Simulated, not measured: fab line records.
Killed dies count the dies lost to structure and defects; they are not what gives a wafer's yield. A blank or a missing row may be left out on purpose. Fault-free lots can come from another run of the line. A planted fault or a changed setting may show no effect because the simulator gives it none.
One fault through the eyes of 2 desks ; flow berkeleyCmos170 ; only its own numbers are on each desk; what lay behind them is given at the end

THE METROLOGY DESK
What the gauges read, lot by lot, whatever tool the lot ran on: means of the sampled wafers that have a number. Any lot whose mean is over 4 standard deviations away from the usual mean is out of limits and marked OUT; that distance is given in the brackets.
Columns: A = PWELL_NITRIDE_THK at UCB170_PWELL_THK_MEAS_06, usual 220.9 nm; B = PWELL_TW at UCB170_PWELL_TW_MEAS_17, usual 380.2
lot;first seen here;A;B
L165;day 3 05:16;220.7;377.4
L164;day 3 05:16;224.3;378.3
L166;day 3 16:36;216.2;380.8
L167;day 4 04:47;218.2;392.7 (+5.4) OUT
L168;day 4 04:47;220.0;381.7
L170;day 4 17:41;221.1;389.8 (+4.2) OUT
L169;day 4 17:42;221.0;383.5
L173;day 5 08:05;219.5;376.8
L176;day 5 14:34;221.8;382.4
L179;day 6 09:21;221.1;376.5
L182;day 6 14:43;221.2;383.4
L184;day 7 09:09;224.4;382.3
L185;day 7 15:38;223.5;382.4
L186;day 7 15:40;222.1;381.5
This desk reports L167, L170 out of limits; the earliest was L167 at day 4 06:11 (PWELL_TW at UCB170_PWELL_TW_MEAS_17). L165, L164, L166, L168, L169, L173, L176, L179, L182, L184, L185, L186 stayed within limits.

THE TOOL OWNER'S DESK: implanter-02
The tool's own readings at UCB170_PWELL_IMPLANT_15: means of the sampled wafers that have a number, for each lot that ran on this tool. Any lot whose mean is over 4 standard deviations away from the usual mean is out of limits and marked OUT; that distance is given in the brackets.
Columns: A = beamEnergyKeV at UCB170_PWELL_IMPLANT_15, usual 59.995
lot;first seen here;A
L165;day 3 06:39;59.979
L164;day 3 06:57;59.990
L167;day 4 05:56;77.990 (+99 or more) OUT
L170;day 4 19:01;78.002 (+99 or more) OUT
L185;day 7 17:02;60.012
This desk finds L167, L170 out of limits, L167 being first, at day 4 05:56 (beamEnergyKeV at UCB170_PWELL_IMPLANT_15). L165, L164, L185 stayed within limits.

PUT TOGETHER
The tool owner's desk could have raised an alarm at day 4 05:56, on L167, L170.
Metrology desk: alarm possible at day 4 06:11 on L167, L170.
UCB170_PWELL_IMPLANT_15 was run on implanter-02 by each of the lots named.

WHAT HAD BEEN PUT IN BY THE SIMULATOR
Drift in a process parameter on implanter-02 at UCB170_PWELL_IMPLANT_15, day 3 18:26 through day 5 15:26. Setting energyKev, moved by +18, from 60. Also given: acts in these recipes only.
Struck lots among those shown: L167, L170.
Hours from the fault's start to each desk's first reading out of limits: the tool owner's desk, 12; the metrology desk, 12.
